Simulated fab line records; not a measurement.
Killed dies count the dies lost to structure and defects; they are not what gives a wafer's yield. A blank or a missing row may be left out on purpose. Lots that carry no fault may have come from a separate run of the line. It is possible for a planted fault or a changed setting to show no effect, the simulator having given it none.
fab line records ; flow ritCmos
record lots=15; wafers=45; lastDay=8
route steps=202 shown NLDD@111 M1@202
lots with no fault: from the same line, run without faults
startH: hours from the record's opening day to when the first of the lot's shown wafers began ; waitH: how many hours have passed since the lot's step before this one ; " identical to the entry in the row above ; L1.1+2: one row covering several wafers at once ; - either no value or no given start ; * or withheld: withheld ; < > ~ a bound
route shown NAME@n: a module of which the file shows steps, and the number in the route of the first ; usual: mean/standard deviation taken from wafers without a fault ; same: alike in all rows ; chamber/n: place in a boat ; sites: the reading at each site ; _std_site: standard deviation of those values ; _edge_site: inner sites' mean taken away from outer sites' mean ; radiusMm: for every site, how far away it sits from the centre of the wafer ; mask NAME#n: copy n ; behind: tool/chamber where the wafer was last shaped ; hold: what put the lot on hold/how long, in hours/how the hold closed ; device: which transistor (n, p or np) failed to switch ; end of line: the tests these same wafers got at the end of their route ; for a step that has no rows: nothing shown but its recipe ; killed: count of dies lost to structure and defects at first sort (not the wafer's yield) ; map: a wafer's dies, x killed, . not, _ none there
set.NAME: the setting that was run; set.NAME@STEP: the one run at that earlier step ; model.NAME: the simulator's own value behind a step, which no gauge read
one table for each step of the route and one row for each wafer, over a sample of lots
services: when a tool's chamber went out of use (startH, in hours from the record's first day, below 0 if earlier), for how many hours, and the reason
## steps
# step RIT_NLDD_IMPLANT_08
# recipe species=P; energyKev=20; doseCm2=5e+14; tiltDeg=7
# usual doseIonsCm2=4.999e+14/5e+11; tiltDeg=7.001/0.021
lot.wafer;tool;chamber;startH;waitH;doseIonsCm2;tiltDeg
L151.2;implanter-01;0;49.69;0.1;4.996e+14;7.003
L151.4;implanter-01;0;49.69;0.1;4.997e+14;6.958
L151.6;implanter-01;0;49.69;0.1;5.002e+14;6.979
L152.1;implanter-04;0;49.94;0.1;4.999e+14;6.996
L152.4;implanter-04;0;49.94;0.1;4.998e+14;7.031
L152.6;implanter-04;0;49.94;0.1;5.008e+14;7.013
L153.1;implanter-04;0;63.28;0.1;5.007e+14;7.015
L153.5;implanter-04;0;63.28;0.1;4.995e+14;7.009
L153.6;implanter-04;0;63.28;0.1;5.004e+14;6.988
L154.1;implanter-02;0;63.53;0.1;5.004e+14;7.027
L154.2;implanter-02;0;63.53;0.1;4.995e+14;7.032
L154.3;implanter-02;0;63.53;0.1;4.991e+14;7.022
L155.1;implanter-01;0;73.51;0.1;5.001e+14;6.984
L155.3;implanter-01;0;73.51;0.1;4.986e+14;6.978
L155.5;implanter-01;0;73.51;0.1;4.993e+14;6.985
L157.2;implanter-01;0;85.79;0.1;4.997e+14;6.962
L157.3;implanter-01;0;85.79;0.1;5.004e+14;6.957
L157.5;implanter-01;0;85.79;0.1;5.005e+14;6.996
L158.1;implanter-01;0;88.19;0.1;4.999e+14;7.037
L158.3;implanter-01;0;88.19;0.1;4.991e+14;7.035
L158.4;implanter-01;0;88.19;0.1;4.999e+14;7.031
L160.1;implanter-01;0;93.53;0.1;5.003e+14;7.035
L160.2;implanter-01;0;93.53;0.1;5.011e+14;7.021
L160.4;implanter-01;0;93.53;0.1;4.993e+14;6.979
L164.2;implanter-01;0;111.69;0.1;5.004e+14;0.030
L164.4;implanter-01;0;111.69;0.1;5.005e+14;-0.007
L164.5;implanter-01;0;111.69;0.1;5.006e+14;-0.023
L165.3;implanter-01;0;114.60;0.1;5.003e+14;0.011
L165.4;implanter-01;0;114.60;0.1;5.006e+14;0.009
L165.5;implanter-01;0;114.60;0.1;5.003e+14;0.033
L166.1;implanter-01;0;121.31;0.1;5.001e+14;-0.005
L166.5;implanter-01;0;121.31;0.1;5.011e+14;-0.013
L166.6;implanter-01;0;121.31;0.1;5.007e+14;0.010
L168.1;implanter-04;0;130.70;0.1;4.998e+14;7.036
L168.3;implanter-04;0;130.70;0.1;4.997e+14;7.028
L168.4;implanter-04;0;130.70;0.1;4.998e+14;7.008
L170.1;implanter-04;0;141.19;0.1;4.993e+14;6.996
L170.4;implanter-04;0;141.19;0.1;4.995e+14;7.011
L170.6;implanter-04;0;141.19;0.1;4.991e+14;7.005
L173.3;implanter-02;0;160.76;0.1;5.002e+14;6.970
L173.4;implanter-02;0;160.76;0.1;5.007e+14;6.997
L173.5;implanter-02;0;160.76;0.1;5.006e+14;7.007
L174.2;implanter-02;0;164.59;0.1;4.992e+14;6.979
L174.5;implanter-02;0;164.59;0.1;5e+14;6.963
L174.6;implanter-02;0;164.59;0.1;4.996e+14;6.982
# step RIT_NLDD_TW_MEAS_10
# usual NLDD_TW=2497/17
lot.wafer;tool;chamber;startH;waitH;NLDD_TW
L151.2;filmMetro-04;-;50.00;0.1;2487
L151.4;filmMetro-04;-;50.00;0.1;2484
L151.6;filmMetro-04;-;50.00;0.1;2481
L152.1;filmMetro-01;-;50.26;0.1;2524
L152.4;filmMetro-01;-;50.26;0.1;2527
L152.6;filmMetro-01;-;50.26;0.1;2514
L153.1;filmMetro-04;-;63.61;0.1;2493
L153.5;filmMetro-04;-;63.61;0.1;2491
L153.6;filmMetro-04;-;63.61;0.1;2495
L154.1;filmMetro-03;-;63.85;0.1;2491
L154.2;filmMetro-03;-;63.85;0.1;2485
L154.3;filmMetro-03;-;63.85;0.1;2487
L155.1;filmMetro-03;-;73.84;0.1;2506
L155.3;filmMetro-03;-;73.84;0.1;2491
L155.5;filmMetro-03;-;73.84;0.1;2489
L157.2;filmMetro-03;-;86.10;0.1;2500
L157.3;filmMetro-03;-;86.10;0.1;2501
L157.5;filmMetro-03;-;86.10;0.1;2496
L158.1;filmMetro-03;-;88.51;0.1;2506
L158.3;filmMetro-03;-;88.51;0.1;2494
L158.4;filmMetro-03;-;88.51;0.1;2508
L160.1;filmMetro-01;-;93.86;0.1;2528
L160.2;filmMetro-01;-;93.86;0.1;2514
L160.4;filmMetro-01;-;93.86;0.1;2512
L164.2;filmMetro-03;-;112.00;0.1;2234
L164.4;filmMetro-03;-;112.00;0.1;2242
L164.5;filmMetro-03;-;112.00;0.1;2251
L165.3;filmMetro-03;-;114.90;0.1;2251
L165.4;filmMetro-03;-;114.90;0.1;2244
L165.5;filmMetro-03;-;114.90;0.1;2247
L166.1;filmMetro-03;-;121.64;0.1;2263
L166.5;filmMetro-03;-;121.64;0.1;2268
L166.6;filmMetro-03;-;121.64;0.1;2269
L168.1;filmMetro-03;-;131.02;0.1;2504
L168.3;filmMetro-03;-;131.02;0.1;2500
L168.4;filmMetro-03;-;131.02;0.1;2494
L170.1;filmMetro-03;-;141.52;0.1;2493
L170.4;filmMetro-03;-;141.52;0.1;2509
L170.6;filmMetro-03;-;141.52;0.1;2493
L173.3;filmMetro-01;-;161.06;0.1;2523
L173.4;filmMetro-01;-;161.06;0.1;2511
L173.5;filmMetro-01;-;161.06;0.1;2529
L174.2;filmMetro-01;-;164.90;0.1;2519
L174.5;filmMetro-01;-;164.90;0.1;2524
L174.6;filmMetro-01;-;164.90;0.1;2496
# step RIT_SDANNEAL_RS_MEAS_07
# recipe thkMeasGauge=four-point-probe
# usual NLDD_RS=151.6/0.58
lot.wafer;tool;chamber;startH;waitH;NLDD_RS[ohm/sq]
L151.2;filmMetro-04;-;58.03;0.1;151.6
L151.4;filmMetro-04;-;58.03;0.1;152.3
L151.6;filmMetro-04;-;58.03;0.1;151.9
L152.1;filmMetro-01;-;59.08;0.1;151.4
L152.4;filmMetro-01;-;59.08;0.1;151.6
L152.6;filmMetro-01;-;59.08;0.1;151.0
L153.1;filmMetro-04;-;71.66;0.1;150.9
L153.5;filmMetro-04;-;71.66;0.1;150.9
L153.6;filmMetro-04;-;71.66;0.1;150.4
L154.1;filmMetro-01;-;73.46;0.1;152.3
L154.2;filmMetro-01;-;73.46;0.1;151.9
L154.3;filmMetro-01;-;73.46;0.1;152.5
L155.1;filmMetro-01;-;81.87;0.1;151.6
L155.3;filmMetro-01;-;81.87;0.1;151.7
L155.5;filmMetro-01;-;81.87;0.1;151.6
L157.2;filmMetro-04;-;94.89;0.1;150.8
L157.3;filmMetro-04;-;94.89;0.1;151.6
L157.5;filmMetro-04;-;94.89;0.1;151.5
L158.1;filmMetro-03;-;97.21;0.1;152.8
L158.3;filmMetro-03;-;97.21;0.1;153.4
L158.4;filmMetro-03;-;97.21;0.1;152.6
L160.1;filmMetro-04;-;102.13;0.1;152.3
L160.2;filmMetro-04;-;102.13;0.1;151.9
L160.4;filmMetro-04;-;102.13;0.1;152.0
L164.2;filmMetro-01;-;120.89;0.1;143.1
L164.4;filmMetro-01;-;120.89;0.1;143.3
L164.5;filmMetro-01;-;120.89;0.1;143.0
L165.3;filmMetro-01;-;122.74;0.1;142.4
L165.4;filmMetro-01;-;122.74;0.1;142.8
L165.5;filmMetro-01;-;122.74;0.1;142.5
L166.1;filmMetro-01;-;129.42;0.1;142.3
L166.5;filmMetro-01;-;129.42;0.1;142.0
L166.6;filmMetro-01;-;129.42;0.1;142.2
L168.1;filmMetro-03;-;139.04;0.1;152.3
L168.3;filmMetro-03;-;139.04;0.1;152.4
L168.4;filmMetro-03;-;139.04;0.1;152.9
L170.1;filmMetro-01;-;155.69;0.1;151.6
L170.4;filmMetro-01;-;155.69;0.1;151.7
L170.6;filmMetro-01;-;155.69;0.1;151.7
L173.3;filmMetro-03;-;169.41;0.1;151.2
L173.4;filmMetro-03;-;169.41;0.1;151.1
L173.5;filmMetro-03;-;169.41;0.1;151.2
L174.2;filmMetro-01;-;174.38;0.1;151.9
L174.5;filmMetro-01;-;174.38;0.1;151.8
L174.6;filmMetro-01;-;174.38;0.1;151.8
# step RIT_M1_PROBE_99
# usual killedAtFrontEnd=6.8/3; killedDies=6.9/3; killedOpen=3.3/1.9; killedShort=3.6/1.9
# same grossDies=264; killed_at_M0_to_M3=0; killed_at_M4_up=0; killedAtBackSide=0; killedAtContacts=0; killedAtOther=0
lot.wafer;tool;chamber;startH;waitH;killedAtFrontEnd;killedDies;killedOpen;killedShort
L151.2;prober-02;-;65.14;0.1;3;3;1;2
L151.4;prober-02;-;65.24;0.2;0;0;0;0
L151.6;prober-02;-;65.34;0.2;5;5;3;2
L164.2;prober-01;-;128.32;0.1;11;11;5;6
L164.4;prober-01;-;128.42;0.2;7;7;4;3
L164.5;prober-01;-;128.47;0.2;9;9;5;4
L166.1;prober-01;-;136.43;0.1;9;9;5;4
L166.5;prober-01;-;136.63;0.2;3;3;3;0
L166.6;prober-01;-;136.68;0.2;11;11;4;7
L168.1;prober-01;-;146.11;0.1;9;9;5;4
L168.3;prober-01;-;146.21;0.2;6;6;3;3
L168.4;prober-01;-;146.26;0.2;7;7;3;4
# killed by level:class
L151.2 FOX2:geometricParticle:open=1 GATE:geometricParticle:short=1 REOX:geometricParticle:short=1
L151.6 FOX2:geometricParticle:open=2 GATE:geometricParticle:short=1 REOX:geometricParticle:short=1 REOX:geometricParticle:open=1
L164.2 GATE:geometricParticle:short=3 FOX2:geometricParticle:short=2 REOX:geometricParticle:open=2 FOX1:geometricParticle:short=1 FOX1:geometricParticle:open=1 FOX2:geometricParticle:open=1 GATE:geometricParticle:open=1
L164.4 FOX2:geometricParticle:open=2 GATE:geometricParticle:short=2 FOX1:geometricParticle:open=1 FOX1:geometricParticle:short=1 GATE:geometricParticle:open=1
L164.5 GATE:geometricParticle:short=3 GATE:geometricParticle:open=2 FOX2:geometricParticle:short=1 FOX2:geometricParticle:open=1 REOX:geometricParticle:open=1 SPACER:geometricParticle:open=1
L166.1 FOX2:geometricParticle:open=3 FOX2:geometricParticle:short=1 GATE:geometricParticle:short=1 REOX:geometricParticle:short=1 REOX:geometricParticle:open=1 SPACER:geometricParticle:short=1 SPACER:geometricParticle:open=1
L166.5 SILICIDE:geometricParticle:open=2 GATE:geometricParticle:open=1
L166.6 GATE:geometricParticle:short=4 FOX2:geometricParticle:short=2 GATE:geometricParticle:open=2 FOX1:geometricParticle:open=1 FOX2:geometricParticle:open=1 SILICIDE:geometricParticle:short=1
L168.1 GATE:geometricParticle:short=2 GATE:geometricParticle:open=2 FOX1:geometricParticle:short=1 FOX1:geometricParticle:open=1 REOX:geometricParticle:open=1 SPACER:geometricParticle:short=1 SPACER:geometricParticle:open=1
L168.3 REOX:geometricParticle:open=2 GATE:geometricParticle:short=1 REOX:geometricParticle:short=1 SPACER:geometricParticle:open=1 SPACER:geometricParticle:short=1
L168.4 GATE:geometricParticle:short=3 REOX:geometricParticle:open=2 FOX1:geometricParticle:short=1 SPACER:geometricParticle:open=1
## services
tool;chamber;startH;hours;kind
implanter-04;-;26.75;3.9;pm
implanter-01;-;28.80;3.3;pm
implanter-02;-;107.07;6.0;repair
implanter-04;-;144.61;3.6;repair
implanter-02;-;145.78;10.3;pm
implanter-04;-;159.60;2.5;repair
## key
firstSign step=RIT_NLDD_IMPLANT_08; reading=tiltDeg; direction=down; sigmas=99+; usual=7.001; struck=0.005
effect step=RIT_NLDD_TW_MEAS_10; reading=NLDD_TW; direction=down; sigmas=15; usual=2497; struck=2252
effect step=RIT_SDANNEAL_RS_MEAS_07; reading=NLDD_RS; direction=down; sigmas=15; usual=151.6; struck=142.6
metAt RIT_NLDD_IMPLANT_08
struckLots L164,L165,L166
testerLeftOut L164,L165,L166
onsetBetween 93.53 111.69
fault kind=processParameterDrift; tool=implanter-01; chamber=-; onsetH=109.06; steps=RIT_NLDD_IMPLANT_08; channel=tiltDeg; offset=-7; shape=step; endH=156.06; actsIn=theseRecipesOnly; stated=7
# testerLeftOut: of these lots the tester's yield and bins aren't shown, on N5 and GAA mostly nor the transistor test; their killed dies are dies lost to structure and defects alone, not to doping, threshold or leakage, so they don't give the yield
